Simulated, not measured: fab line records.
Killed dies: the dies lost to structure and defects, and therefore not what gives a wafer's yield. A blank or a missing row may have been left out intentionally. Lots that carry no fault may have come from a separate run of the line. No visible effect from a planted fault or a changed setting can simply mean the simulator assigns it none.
Matching of chambers	flow berkeley-cmos170	4 sister chambers for UCB170_NWELL_ETCH_13 on rie-diel-04
The step etches Si3N4 in CH3F/Ar/O2, stops on SiO2, target depth 246.4 nm, time 151.2 s. 8 wafers are shown with their chamber, then 7 later ones without.

== WAFERS PAIRED WITH THEIR CHAMBERS ==
wafer	chamber	drypump-motor-current-A (A)	throttle-valve-pct (%)
L940.3	2	6.5	7.95
L947.1	0	6.1	7.96
L947.3	3	4.9	8.06
L953.2	0	6.1	7.97
L953.3	1	6.0	8.12
L953.4	2	6.5	7.96
L957.1	1	6.1	8.11
L957.5	3	5.0	8.06

== WAFERS WHOSE CHAMBER IS MISSING ==
wafer	drypump-motor-current-A (A)	throttle-valve-pct (%)
L957.6	6.5	7.96
L958.1	4.9	8.05
L958.3	6.5	7.97
L958.6	6.0	8.09
L963.2	6.0	8.09
L963.3	6.5	7.96
L963.4	6.5	7.96

== THE CHAMBER EACH PASSED THROUGH ==
wafer	from the rows above	in truth
L957.6	2	2
L958.1	3	3
L958.3	2	2
L958.6	1	1
L963.2	1	1
L963.3	2	2
L963.4	2	2
Correct placement for 7 of the 7. Left unplaced by these rows: 0. Number placed wrongly: 0.
How it was worked out, from the rows above alone: a wafer's distance from a chamber is the root of the sum, over the readings, of the square of ((its reading less the chamber's mean) divided by the reading's scatter). If the next closest chamber is less than 2 further off than the closest, the wafer can't be placed; otherwise it belongs to the closest. Each chamber's mean is taken over the wafers shown for it. The scatter is the square root of a quotient: the sum, over the shown wafers, of each reading's squared deviation from its chamber's mean, divided by wafers minus chambers.
